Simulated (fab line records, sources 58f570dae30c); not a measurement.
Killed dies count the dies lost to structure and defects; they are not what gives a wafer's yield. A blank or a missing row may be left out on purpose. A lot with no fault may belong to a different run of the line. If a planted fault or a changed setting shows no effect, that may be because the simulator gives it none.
Struck lot and sound lot, side by side -- flow berkeley_cmos170 -- 23 steps out of a route of 331
Sound: wafers L421.3, L421.4, L421.6. Struck: wafers L419.1, L419.4, L419.5. The cause is named last.
Each step with rows lists, per side, the tool, then ch with its chambers, then its first start. Under that, the readings that differ: sound wafers -- struck wafers -- difference of the means -- sigmas: that difference in standard deviations of wafers without a fault.
alike: readings whose means differ by less than 2 such deviations, and words and numbers that are the same on both sides. not compared: withheld readings, readings that some wafer has no value for, bounds like >300 that may hide the same value, and numbers for which the record gives no deviation and whose values overlap.
The two part at a step that has a row with sigmas, a row that says differs or no value, or rows on one side only. Numbers that don't overlap but have no deviation are shown without sigmas and don't part them. Lack of a reading on every wafer of one side parts them only where that side has two or more wafers.

UCB170_PVT_OVL_MEAS_06:
  sound: overlay-01 at day 11 07:36; struck: overlay-02 at day 10 08:58
  alike: PVT_OVL
then, 1 step without rows for these wafers: UCB170_PVT_IMPLANT_07.
UCB170_PVT_STRIP_08: strips in O2.
  sound on plasma_asher-01 ch 0,1, day 11 07:49; struck on plasma_asher-01 ch 0, day 10 09:10
  alike: drypump_motor_current_A, oes_product_au, strip_time_to_endpoint_s
  not compared: rf_hours_counter_h
UCB170_PVT_TW_MEAS_09:
  sound: film_metro-01 at day 11 07:53; struck: film_metro-02 at day 10 09:16
  alike: PVT_TW
then, 1 step without rows for these wafers: UCB170_GATE_WET_ETCH_00 (etches SiO2 in dHF, time 200 s).
UCB170_FIELD_THK_MEAS_91:
  sound: film_metro-02 at day 11 08:02; struck: film_metro-02 at day 10 09:23
  alike: FIELD_OXIDE_LEFT_2_THK
then, 1 step without rows for these wafers: UCB170_GATE_OXIDATION_01 (target thk 6.6 nm, ox time 1800 s).
UCB170_GATE_THK_MEAS_02:
  sound: film_metro-01 at day 11 14:49; struck: film_metro-04 at day 10 16:37
  alike: GATE_OXIDE_THK
then, 2 steps without rows for these wafers: UCB170_GATE_ANNEAL_03 (time 1800 s); UCB170_GATE_CVD_04 (deposits poly-Si from SiH4, time 1440 s, target thk 214 nm).
UCB170_GATE_THK_MEAS_05:
  sound: film_metro-01 at day 11 22:54; struck: film_metro-04 at day 11 00:03
  alike: GATE_POLY_THK
then, 1 step without rows for these wafers: UCB170_GATE_COAT_06.
UCB170_GATE_COAT_07: resist thk 900 nm.
  sound on litho_track-02 ch 0, day 11 23:00; struck on litho_track-01 ch 0, day 11 00:00
reading,sound,struck,difference,sigmas
model.KrF_of_GATE_COAT_07.thk_nm (nm),896.9 897.6 898.7,936 936.5 938.1,+39,
then, 4 steps without rows for these wafers: UCB170_GATE_SOFTBAKE_08 (time 60 s); UCB170_GATE_EXPOSE_09 (exposes mask POLY, target cd 350 nm); UCB170_GATE_PEB_10; UCB170_GATE_DEVELOP_11 (develop time 45 s).
UCB170_GATE_CD_MEAS_12 targets a cd of 350 nm.
  sound: cd_sem-01 at day 11 23:49; struck: cd_sem-01 at day 11 02:00
  alike: cd_nm
UCB170_GATE_OVL_MEAS_13:
  sound: overlay-02 at day 11 23:55; struck: overlay-01 at day 11 02:07
  alike: GATE_OVL
UCB170_GATE_ETCH_14: etches BARC in N2/H2.
  sound on rie_diel-04 ch 1,2, day 11 23:56; struck on rie_diel-02 ch 0,1,3, day 11 02:10
  alike: drypump_motor_current_A, oes_product_au, throttle_valve_pct
UCB170_GATE_ETCH_15: etches poly-Si in HBr/Cl2, stops on SiO2, time 56.3 s, target depth 278.2 nm.
  sound on rie_si-01 ch 0,2,3, day 11 23:59; struck on rie_si-02 ch 0,1,2, day 11 02:12
reading,sound,struck,difference,sigmas
model.KrF_of_GATE_COAT_07.thk_nm (nm),775.5 772.5 774.3,810.6 813.3 817.9,+39.8,
  alike: drypump_motor_current_A, oes_product_au, throttle_valve_pct
  not compared: rf_hours_counter_h
UCB170_GATE_STRIP_16: strips in O2.
  sound on plasma_asher-02 ch 0,1, day 12 00:04; struck on plasma_asher-04 ch 0,1, day 11 02:17
reading,sound,struck,difference,sigmas
drypump_motor_current_A (A),5.63 5.52 5.62,5.08 5.07 5.24,-0.46,-3
  alike: oes_product_au
  not compared: rf_hours_counter_h
UCB170_M3_PROBE_99:
  the record has rows for the sound wafers here (prober-02, day 13 14:11) and none for the struck ones

== WHERE THEY PART ==
At UCB170_GATE_STRIP_16 first; at UCB170_M3_PROBE_99 last (within this record only).

WHY: what had been put in by the simulator
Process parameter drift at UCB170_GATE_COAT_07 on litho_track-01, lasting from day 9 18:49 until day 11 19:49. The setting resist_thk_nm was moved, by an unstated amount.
